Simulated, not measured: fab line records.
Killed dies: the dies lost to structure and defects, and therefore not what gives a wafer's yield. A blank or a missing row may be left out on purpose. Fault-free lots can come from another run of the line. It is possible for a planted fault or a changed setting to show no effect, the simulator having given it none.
8D (eight disciplines) problem report, filled in by code :: flow berkeley-cmos170 :: the parts of the form that need people (team, actions taken, sign-off) are left out

## 1. WHAT WENT WRONG
Mean of chamber-pressure-mTorr at UCB170_M2_METAL_ETCH_18: 14.408 mTorr over 3 wafers from 1 lot, against 12.000 mTorr (standard deviation 0.012) on wafers with no fault. So: +99 or more standard deviations from the usual mean.
The step: etches Al in Cl2/BCl3, stops on SiO2, target depth 1170 nm, time 195 s.
Seen first at day 11 16:22 on rie-metal-03, wafer L167.1. At this step, 39 wafers from 13 lots have a number in the record. Rule for "out", or "out of limits": more than 4 standard deviations from the usual mean. The other wafers with a number count as sound.

## 2. WHAT IT IS; WHAT IT IS NOT
question: which readings at this step
is: chamber-pressure-mTorr
is not: drypump-motor-current-A, oes-product-au, throttle-valve-pct

question: which lots
is: L167
is not: L147, L149, L151, L153, L154, L155, L156, L159, L160, L161, L166, L170

question: which wafers of those lots
is: all that have a number
is not: -

question: read on which tools
is: rie-metal-03
is not: rie-metal-02, rie-metal-04

question: when
is: from day 11 16:22
is not: up to then (33 sound wafers); but 3 sound wafers of L170 came after

## 3. WHAT RULES OUT EACH SUSPECT
Counting: a tool at a process step up to the reading stays a suspect if it ran every lot that is out and no sound lot after the first of them.
- rie-metal-03 at UCB170_M2_METAL_ETCH_18 (etches Al in Cl2/BCl3, stops on SiO2, target depth 1170 nm, time 195 s): kept. It ran the lot that is out, L167 (day 11 16:22), and no sound lot after that; its last sound lot up to then is L161 (day 9 23:22). On those wafers its own readings are out: chamber-pressure-mTorr.
Left after counting: rie-metal-03 at UCB170_M2_METAL_ETCH_18.

## 4. THE CAUSE (what the simulator had put in)
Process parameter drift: rie-metal-03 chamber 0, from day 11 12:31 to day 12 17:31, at UCB170_M2_METAL_ETCH_18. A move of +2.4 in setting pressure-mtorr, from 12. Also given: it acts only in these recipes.
This tool alone remained once counting was done.

## 5. THE CHAIN OF EFFECTS, in route order
One row per reading whose mean, taken over the struck wafers that have a number, lies over 3 standard deviations from the usual. Only readings for which the record gives a usual standard deviation are gone through. hours: the time from each lot's start at the first step in this table that gives one to its start at this step, as a median over the lots. sigmas: the change in usual standard deviations.
hours: 0
step: UCB170_M2_METAL_ETCH_18
reading: chamber-pressure-mTorr
usual: 12.000 mTorr
on struck wafers: 14.408
change: +2.408
sigmas: +99 or more
It contains these process steps:
- UCB170_M2_METAL_ETCH_18: etches Al in Cl2/BCl3, stops on SiO2, target depth 1170 nm, time 195 s.

## 6. HOW IT WOULD HAVE BEEN CAUGHT EARLIER
The fault began at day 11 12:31; the first out-of-limits reading in this record came at day 11 16:22, 4 hours later.
